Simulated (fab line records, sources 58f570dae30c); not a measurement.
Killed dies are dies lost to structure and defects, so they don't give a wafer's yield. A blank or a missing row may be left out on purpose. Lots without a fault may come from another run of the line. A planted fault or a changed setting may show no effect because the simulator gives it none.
Chamber matching | flow berkeley_cmos170 | UCB170_V1_ETCH_14 on rie_diel-04: 4 sister chambers
The step etches SiO2 in CHF3/CF4/Ar, stops on Al, target depth 1250 nm, time 291 s. 7 wafers are shown with their chamber, then 7 later ones without.

WAFERS WITH THEIR CHAMBER
wafer  | chamber | throttle_valve_pct (%) | oes_product_au (a.u.)
L077.1 | 2       | 6.84                   | 0.865
L081.5 | 3       | 7.13                   | 0.842
L084.1 | 0       | 7.00                   | 0.864
L084.2 | 3       | 7.15                   | 0.844
L084.5 | 1       | 7.11                   | 0.887
L088.1 | 1       | 7.11                   | 0.877
L088.4 | 2       | 6.83                   | 0.879

WAFERS WITHOUT THEIR CHAMBER
wafer  | throttle_valve_pct (%) | oes_product_au (a.u.)
L088.6 | 7.13                   | 0.850
L093.2 | 7.10                   | 0.877
L093.3 | 7.14                   | 0.851
L093.4 | 6.84                   | 0.870
L094.2 | 6.99                   | 0.867
L094.4 | 7.12                   | 0.844
L094.6 | 7.13                   | 0.879

WHICH CHAMBER EACH WENT THROUGH
wafer  | from the rows above | in truth
L088.6 | 3                   | 3
L093.2 | 1                   | 1
L093.3 | 3                   | 3
L093.4 | 2                   | 2
L094.2 | 0                   | 0
L094.4 | 3                   | 3
L094.6 | 1                   | 1
Placed correctly: 7 of 7. Can't be placed from these rows: 0. Placed wrongly: 0.
How it was worked out, from the rows above alone: a wafer's distance from a chamber is the root of the sum, over the readings, of the square of ((its reading less the chamber's mean) divided by the reading's scatter). The wafer belongs to the nearest chamber; if the next one is less than 2 further off, it can't be placed. A chamber's mean is the mean of its shown wafers. The scatter: the root of (the sum of the squares of (reading less its chamber's mean) over the shown wafers, divided by (wafers less chambers)).
